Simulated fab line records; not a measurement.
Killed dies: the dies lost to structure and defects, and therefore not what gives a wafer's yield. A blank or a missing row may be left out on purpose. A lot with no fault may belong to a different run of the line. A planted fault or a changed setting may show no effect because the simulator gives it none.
The tool behind it: which one?	flow ritCmos	14 lots, 42 wafers sampled, at 2 steps of a route of 202

## WHAT EACH GAUGE READ, for each wafer
RIT_GATE_THK_MEAS_09. Usual: GATE_POLY_THK 248.8 nm, standard deviation 2.6.
lot	measured	on	GATE_POLY_THK (nm)	flag
L171	day 2 13:14	filmMetro-01	248.5 250.3 248.1	
L172	day 2 21:26	filmMetro-01	249.9 251.5 250.5	
L174	day 3 04:01	filmMetro-03	250.8 254.2 250.0	
L176	day 3 15:25	filmMetro-03	249.6 247.7 248.3	
L177	day 3 22:16	filmMetro-03	248.7 247.6 248.1	
L178	day 4 00:47	filmMetro-04	247.5 246.0 245.1	
L180	day 4 11:23	filmMetro-01	245.5 245.0 245.1	
L181	day 4 18:44	filmMetro-03	249.5 248.2 249.5	
L183	day 5 04:16	filmMetro-04	248.5 248.7 249.4	
L189	day 6 11:28	filmMetro-03	244.0 245.2 242.8	
L191	day 6 17:23	filmMetro-04	249.6 252.0 250.7	
L192	day 6 23:54	filmMetro-01	253.4 252.1 253.0	
L193	day 7 06:40	filmMetro-03	246.5 246.1 245.4	
L194	day 7 08:37	filmMetro-01	247.6 248.5 250.6	

RIT_REOX_THK_MEAS_04. Usual: REOX_OXIDE_THK 25.3 nm, standard deviation 0.42.
lot	measured	on	REOX_OXIDE_THK (nm)	flag
L171	day 2 18:25	filmMetro-03	24.8 24.6 24.7	
L172	day 3 02:05	filmMetro-04	25.1 24.9 25.8	
L174	day 3 09:23	filmMetro-02	25.0 24.9 25.0	
L176	day 3 20:28	filmMetro-04	25.5 25.9 25.8	
L177	day 4 04:29	filmMetro-04	25.0 25.4 24.9	
L178	day 4 07:02	filmMetro-04	25.2 25.0 25.4	
L180	day 4 16:58	filmMetro-04	25.4 25.1 25.2	
L181	day 4 23:52	filmMetro-02	25.1 25.0 25.3	
L183	day 5 09:58	filmMetro-02	25.3 25.2 25.9	
L189	day 6 16:01	filmMetro-04	24.9 24.5 25.3	
L191	day 6 21:59	filmMetro-03	25.8 26.2 25.6	
L192	day 7 04:39	filmMetro-03	24.9 25.2 25.1	
L193	day 7 11:33	filmMetro-02	25.3 25.2 25.5	
L194	day 7 13:11	filmMetro-02	25.7 25.9 25.8	

## WHAT TOOL EACH LOT RAN ON (gives the tool, then ch and the chambers of the sampled wafers, and finally the start)
Record: no process step prior to these readings.

## AS READ BY THE TOOLS THEMSELVES (means over the sampled wafers that have a number; for cases with no such wafer, the mark the record gives instead)
The record holds no such reading with a usual standard deviation.

## THE ANSWER, worked out from the rows above alone
Rule: a lot is off if the mean of its wafers that have a number lies more than 3 standard deviations from the usual mean. Also off: a lot with no number at a reading for which 4 or more lots have one. The other lots that the step has rows for count as sound. Order of review: gauges by route order, followed by the tools' own readings, for which a lot's mean as printed above is used. At the first step where some lot is off, the reading lying furthest off is the one used; lots without a number count as furthest.
No lot is off on any of the readings shown, so nothing can be concluded from this.

## WHAT HAD BEEN PUT IN BY THE SIMULATOR
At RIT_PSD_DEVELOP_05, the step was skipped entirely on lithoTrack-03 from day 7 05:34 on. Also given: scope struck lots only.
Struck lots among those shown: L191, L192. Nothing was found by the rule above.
